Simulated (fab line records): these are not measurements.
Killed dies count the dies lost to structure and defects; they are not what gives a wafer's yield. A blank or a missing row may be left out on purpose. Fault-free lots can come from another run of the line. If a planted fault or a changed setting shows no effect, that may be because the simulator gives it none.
Which tool did it?    flow berkeleyCmos170    42 wafers from 14 lots sampled at 5 of the route's 331 steps

## WHAT THE GAUGES READ, wafer by wafer
UCB170_NWELL_THK_MEAS_05. Usual: NWELL_NITRIDE_THK 225.0 nm, standard deviation 2.
lot   measured     on            NWELL_NITRIDE_THK (nm)  flag
L247  day 2 10:09  filmMetro-04  227.3 224.6 226.2       
L248  day 2 22:13  filmMetro-01  226.0 223.9 224.5       
L250  day 3 06:18  filmMetro-01  224.2 222.5 225.9       
L251  day 3 06:15  filmMetro-01  223.5 224.5 222.7       
L253  day 3 17:11  filmMetro-03  222.9 222.4 220.8       
L256  day 4 10:47  filmMetro-04  225.5 224.0 224.1       
L257  day 4 17:23  filmMetro-03  226.4 227.4 223.3       
L258  day 4 22:49  filmMetro-01  182.3 182.2 183.2       OFF
L259  day 4 22:49  filmMetro-04  181.9 183.4 181.6       OFF
L260  day 5 10:34  filmMetro-03  224.7 223.6 224.3       
L261  day 5 10:32  filmMetro-01  225.5 227.6 225.8       
L268  day 6 21:35  filmMetro-01  224.2 225.3 223.7       
L269  day 6 21:35  filmMetro-04  222.2 223.7 222.4       
L270  day 7 06:56  filmMetro-04  225.8 224.9 223.7       

UCB170_NWELL_TW_MEAS_16. Usual: NWELL_TW 1257, standard deviation 12.
lot   measured     on            NWELL_TW        flag
L247  day 2 12:43  filmMetro-03  1253 1252 1248  
L248  day 3 00:34  filmMetro-04  1268 1266 1274  
L250  day 3 07:43  filmMetro-04  1282 1272 1274  
L251  day 3 07:37  filmMetro-01  1248 1237 1242  
L253  day 3 18:53  filmMetro-03  1257 1263 1261  
L256  day 4 12:11  filmMetro-03  1254 1247 1261  
L257  day 4 20:36  filmMetro-03  1259 1263 1251  
L258  day 5 00:07  filmMetro-03  1254 1255 1257  
L259  day 5 00:22  filmMetro-04  1257 1257 1258  
L260  day 5 11:51  filmMetro-04  1258 1267 1256  
L261  day 5 12:06  filmMetro-01  1236 1240 1241  
L268  day 6 23:15  filmMetro-04  1270 1265 1272  
L269  day 6 23:19  filmMetro-03  1256 1257 1255  
L270  day 7 08:51  filmMetro-04  1269 1268 1268  

UCB170_PWELL_THK_MEAS_03. Usual: PWELL_OXIDE_THK 26.1 nm, standard deviation 0.47.
lot   measured     on            PWELL_OXIDE_THK (nm)  flag
L247  day 3 00:11  filmMetro-02  25.5 25.8 26.4        
L248  day 3 09:56  filmMetro-01  26.2 26.4 25.9        
L250  day 3 19:04  filmMetro-02  27.1 27.2 27.4        
L251  day 3 19:04  filmMetro-04  26.4 25.9 26.2        
L253  day 4 04:44  filmMetro-01  26.1 26.0 25.8        
L256  day 4 22:16  filmMetro-04  26.9 26.7 26.7        
L257  day 5 11:17  filmMetro-04  25.1 25.6 25.3        
L258  day 5 11:22  filmMetro-04  25.9 25.8 26.2        
L259  day 5 11:18  filmMetro-02  26.1 26.0 25.7        
L260  day 6 01:36  filmMetro-01  25.7 25.9 25.8        
L261  day 6 01:35  filmMetro-04  25.9 25.8 25.7        
L268  day 7 13:03  filmMetro-04  26.1 26.8 26.0        
L269  day 7 13:02  filmMetro-02  26.1 26.0 26.0        
L270  day 7 19:44  filmMetro-02  26.1 25.9 26.1        

## EACH LOT AND THE TOOL THAT RAN IT (in order: tool; ch and the chambers of the sampled wafers; start)
lot   UCB170_NWELL_CVD_04         UCB170_NWELL_ETCH_13
L247  lpcvd-02 ch 0, day 2 07:14  rieDiel-02 ch 0,1,3, day 2 12:21
L248  lpcvd-01 ch 0, day 2 20:17  rieDiel-04 ch 0,3, day 3 00:12
L250  lpcvd-02 ch 0, day 3 04:19  rieDiel-04 ch 0,1,3, day 3 07:22
L251  lpcvd-02 ch 0, day 3 04:19  rieDiel-02 ch 0,2,3, day 3 07:15
L253  lpcvd-01 ch 1, day 3 15:16  rieDiel-04 ch 0,1, day 3 18:32
L256  lpcvd-02 ch 0, day 4 08:50  rieDiel-02 ch 0,2,3, day 4 11:50
L257  lpcvd-02 ch 0, day 4 15:28  rieDiel-04 ch 2,3, day 4 20:15
L258  lpcvd-02 ch 1, day 4 20:52  rieDiel-04 ch 0,2,3, day 4 23:44
L259  lpcvd-02 ch 1, day 4 20:52  rieDiel-03 ch 0,3, day 5 00:00
L260  lpcvd-01 ch 1, day 5 08:36  rieDiel-04 ch 0,1, day 5 11:29
L261  lpcvd-01 ch 0, day 5 08:36  rieDiel-02 ch 0,2,3, day 5 11:45
L268  lpcvd-01 ch 0, day 6 18:41  rieDiel-03 ch 2,3, day 6 22:54
L269  lpcvd-01 ch 1, day 6 18:41  rieDiel-02 ch 1,2, day 6 22:57
L270  lpcvd-01 ch 1, day 7 05:01  rieDiel-03 ch 0,1,3, day 7 08:30
- UCB170_NWELL_CVD_04: deposits Si3N4 from SiH2Cl2/NH3, target thk 224 nm, time 3360 s.
- UCB170_NWELL_ETCH_13: etches Si3N4 in CH3F/Ar/O2, stops on SiO2, target depth 246.4 nm, time 154 s.

## WHAT THE TOOLS THEMSELVES READ (means of the sampled wafers that have a number; where no wafer has one, the mark that the record gives instead)
UCB170_NWELL_CVD_04. Usual: pressureMtorr at 200.0 mTorr, with a standard deviation of 0.39.
lot   tool      pressureMtorr (mTorr)  flag
L247  lpcvd-02  199.8                  
L248  lpcvd-01  199.9                  
L250  lpcvd-02  199.7                  
L251  lpcvd-02  200.2                  
L253  lpcvd-01  200.0                  
L256  lpcvd-02  200.1                  
L257  lpcvd-02  199.8                  
L258  lpcvd-02  100.5                  OFF
L259  lpcvd-02  99.4                   OFF
L260  lpcvd-01  199.8                  
L261  lpcvd-01  199.7                  
L268  lpcvd-01  200.7                  
L269  lpcvd-01  199.8                  
L270  lpcvd-01  200.4                  

UCB170_NWELL_ETCH_13. Usual: CH3F_flow_sccm 20.00 sccm, standard deviation 0.066; drypumpMotorCurrentA 5.8 A, standard deviation 0.36; oesProductAu 0.942 a.u., standard deviation 0.013; throttleValvePct 8.04 %, standard deviation 0.14.
lot   tool        CH3F_flow_sccm (sccm)  drypumpMotorCurrentA (A)  oesProductAu (a.u.)  throttleValvePct (%)  flag
L247  rieDiel-02  20.00                  5.8                       0.938                8.15                  
L248  rieDiel-04  20.00                  6.1                       0.934                8.02                  
L250  rieDiel-04  20.04                  5.9                       0.939                7.98                  
L251  rieDiel-02  20.01                  6.0                       0.944                8.12                  
L253  rieDiel-04  19.93                  5.6                       0.948                7.94                  
L256  rieDiel-02  19.98                  6.0                       0.940                8.13                  
L257  rieDiel-04  19.96                  5.9                       0.932                8.14                  
L258  rieDiel-04  19.99                  6.0                       0.829                8.06                  OFF
L259  rieDiel-03  20.07                  5.7                       0.828                7.90                  OFF
L260  rieDiel-04  19.99                  5.6                       0.950                7.94                  
L261  rieDiel-02  20.05                  6.0                       0.945                8.12                  
L268  rieDiel-03  20.09                  5.6                       0.959                7.85                  
L269  rieDiel-02  19.95                  6.0                       0.932                8.03                  
L270  rieDiel-03  20.03                  5.8                       0.937                8.03                  

## THE ANSWER, worked out from the rows above alone
Rule: lot off if the mean of its wafers having a number is beyond 3 standard deviations from the usual mean. Also off: a lot with no number at a reading for which 4 or more lots have one. All remaining lots with rows at the step are treated as sound. First the gauges in route order, then the tools' own readings, where a lot's mean is used as printed above. At the first step where some lot is off, the reading lying furthest off is the one used; lots without a number count as furthest.
Off: at UCB170_NWELL_THK_MEAS_05 (NWELL_NITRIDE_THK), L258, L259.
A tool fits if, at a process step before that reading, it ran every lot that is off, and no sound lot after the first of them. Not tried: the gauges at UCB170_NWELL_THK_MEAS_05; whatever is off there is also off at UCB170_NWELL_CVD_04, on other tools, and gauge error can't account for it. One fits: UCB170_NWELL_CVD_04 on lpcvd-02. A fault onset in the window from L257 (day 4 15:28, its last sound lot) to L258 (day 4 20:52, its first lot off) fits.
On the lots that are off, the tool's own readings at UCB170_NWELL_CVD_04 differ by more than 5 times the standard deviation of the sound lots' means, which bears it out; pressureMtorr reads 100.0 mTorr there versus 200.0 mTorr on the sound lots.

## WHAT HAD BEEN PUT IN BY THE SIMULATOR
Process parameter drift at UCB170_NWELL_CVD_04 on lpcvd-02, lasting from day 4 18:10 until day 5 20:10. From 200, the setting pressureMtorr moved by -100. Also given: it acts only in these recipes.
Struck lots among those shown: L259, L258. The rule above found the same.
